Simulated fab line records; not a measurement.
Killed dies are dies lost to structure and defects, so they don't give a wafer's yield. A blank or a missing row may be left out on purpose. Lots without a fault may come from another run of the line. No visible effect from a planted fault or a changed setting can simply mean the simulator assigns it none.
Problem report, 8D (eight disciplines) form, completed by code ; flow berkeley cmos170 ; the parts of the form that need people (team, actions taken, sign-off) are left out

1. THE PROBLEM
Mean of exposure dose mJ cm2 at UCB170_V2_EXPOSE_09: 37.29 across 12 wafers in 4 lots; on wafers with no fault it is 36.97 (standard deviation 0.043). That puts it +7.4 standard deviations away from the usual mean.
The step: exposes mask VIA2, target cd 700 nm.
Seen first at day 10 08:01 on krf scanner-01, wafer L266.1. Wafers with a number at this step in the record: 48, from 16 lots. Rule for "out", or "out of limits": more than 4 standard deviations from the usual mean. The rest of the wafers with a number are treated as sound.

2. WHAT IT IS AND WHAT IT IS NOT
question;is;is not
which readings at this step;exposure dose mJ cm2;-
which lots;L266, L268, L272, L274;L254, L256, L257, L258, L260, L261, L263, L264, L269, L271, L275, L276
which wafers of those lots;all that have a number;-
read on which tools;krf scanner-01;krf scanner-02
when;from day 10 08:01;"up to then (24 sound wafers); but 12 sound wafers of L269, L271, L275, L276 came after"

3. THE SUSPECTS, EACH WITH WHAT RULES IT OUT
Counting: a tool stays on the suspect list if, at a process step up to the reading, it processed all lots that are out and no sound lot following the first of them.
- krf scanner-01 at UCB170_V2_EXPOSE_09 (exposes mask VIA2, target cd 700 nm): kept. It processed each lot that is out, first L266 at day 10 08:01, and no sound lot thereafter; up to then, the last sound lot it processed was L264 at day 9 19:04. Its own exposure dose mJ cm2 readings are out on those wafers.
The count leaves krf scanner-01 at UCB170_V2_EXPOSE_09.

4. THE CAUSE (what the simulator had put in)
Process parameter drift: krf scanner-01, from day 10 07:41 on, at UCB170_V2_EXPOSE_09. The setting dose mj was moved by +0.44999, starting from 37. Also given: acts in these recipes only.
Counting left only this tool.

5. THE EFFECT CHAIN, in route order
One row per reading whose mean, taken over the struck wafers that have a number, lies over 3 standard deviations from the usual. Scope: only readings with a usual standard deviation given in the record; hours: median across lots of the time from each lot's start at the first step in this table that gives one to its start at this step; sigmas: change in usual standard deviations.
hours;step;reading;usual;on struck wafers;change;sigmas
0;UCB170_V2_EXPOSE_09;exposure dose mJ cm2;36.97;37.29;+0.32;+7.4
The process steps in it:
- UCB170_V2_EXPOSE_09: exposes mask VIA2, target cd 700 nm.

6. HOW IT WOULD HAVE BEEN CAUGHT EARLIER
In this record no reading fell out of limits until day 10 08:01, 0 hours after the fault had begun at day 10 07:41.
